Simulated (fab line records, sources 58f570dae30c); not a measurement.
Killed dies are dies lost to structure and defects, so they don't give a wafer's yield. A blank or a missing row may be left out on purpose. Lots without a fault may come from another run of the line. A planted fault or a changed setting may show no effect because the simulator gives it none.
A struck lot beside a sound one | flow berkeley_cmos170 | 14 steps out of a route of 331
Sound: wafers L380.2, L380.3, L380.5. Struck: wafers L384.2, L384.4, L384.5. The cause comes at the end.
At each step with rows: each side's tool, then ch and its chambers, then its first start. Under that, the readings that differ: sound wafers | struck wafers | difference of the means | sigmas: that difference in standard deviations of wafers without a fault.
alike: readings whose means differ by less than 2 such deviations, and words and numbers that are the same on both sides. not compared: withheld readings, readings that some wafer has no value for, bounds like >300 that may hide the same value, and numbers for which the record gives no deviation and whose values overlap.
The two part at a step that has a row with sigmas, a row that says differs or no value, or rows on one side only. Numbers that don't overlap but have no deviation are shown without sigmas and don't part them. A reading that every wafer of one side lacks parts them only if that side has two wafers or more.

first, 1 step without rows for these wafers: UCB170_ACTIVE_DEVELOP_12 (develop time 45 s).
UCB170_ACTIVE_CD_MEAS_13: target cd 1200 nm.
  sound on cd_sem-01, day 4 18:59; struck on cd_sem-01, day 5 07:52
  reading    | sound                | struck               | difference | sigmas
  cd_nm (nm) | 1197.6 1195.7 1198.4 | 1201.4 1199.8 1201.4 | +3.6       | +3
UCB170_ACTIVE_OVL_MEAS_14:
  sound on overlay-02, day 4 19:05; struck on overlay-01, day 5 07:58
  alike: ACTIVE_OVL
UCB170_ACTIVE_ETCH_15: etches Si3N4 in CH3F/Ar/O2, stops on SiO2, target depth 242 nm, time 151 s.
  sound on rie_diel-01 ch 0,1,2, day 4 19:07; struck on rie_diel-04 ch 0,3, day 5 07:59
  alike: drypump_motor_current_A, oes_product_au, throttle_valve_pct
  not compared: rf_hours_counter_h
UCB170_ACTIVE_STRIP_16: strips in O2.
  sound on plasma_asher-01 ch 1, day 4 19:13; struck on plasma_asher-04 ch 0,1, day 5 08:05
  alike: drypump_motor_current_A, oes_product_au, strip_time_to_endpoint_s
  not compared: rf_hours_counter_h
UCB170_ACTIVE_CD_MEAS_90: target cd 1200 nm.
  sound on cd_sem-02, day 4 19:20; struck on cd_sem-01, day 5 08:13
  reading    | sound                | struck               | difference | sigmas
  cd_nm (nm) | 1197.0 1195.5 1198.4 | 1201.4 1200.4 1202.0 | +4.3       | +3
then, 6 steps without rows for these wafers: UCB170_ACTIVE_CLEAN_17 (cleans in SPM, time 600 s); UCB170_PFIELD_HMDS_00 (prime time 60 s); UCB170_PFIELD_COAT_01 (resist thk 900 nm); UCB170_PFIELD_SOFTBAKE_02 (time 60 s); UCB170_PFIELD_EXPOSE_03 (exposes mask PFIELD, target cd 1500 nm); UCB170_PFIELD_PEB_04.
UCB170_PFIELD_DEVELOP_05: develop time 45 s.
  sound on litho_track-03 ch 0, day 4 21:00; struck on litho_track-04, day 5 09:00
  no value came back on the struck wafers for chill_plate_temp_C (C), develop_time_s (s); on the sound wafers chill_plate_temp_C (C) reads 23.02 23.06 23.00
  reading                                 | sound             | struck            | difference | sigmas
  model.KrF_of_PFIELD_COAT_01.thk_nm (nm) | 885.8 888.4 887.4 | 896.3 894.7 893.3 | +7.6       |
UCB170_PFIELD_OVL_MEAS_06:
  sound on overlay-01, day 4 21:22; struck on overlay-01, day 5 09:33
  reading         | sound | struck | difference                    | sigmas
  PFIELD_OVL (nm) | 8 3 4 | - - -  | no value on the struck wafers |

WHERE THEY PART
First at UCB170_ACTIVE_CD_MEAS_13; last, within this record, at UCB170_PFIELD_OVL_MEAS_06.

WHY: what the simulator had put in
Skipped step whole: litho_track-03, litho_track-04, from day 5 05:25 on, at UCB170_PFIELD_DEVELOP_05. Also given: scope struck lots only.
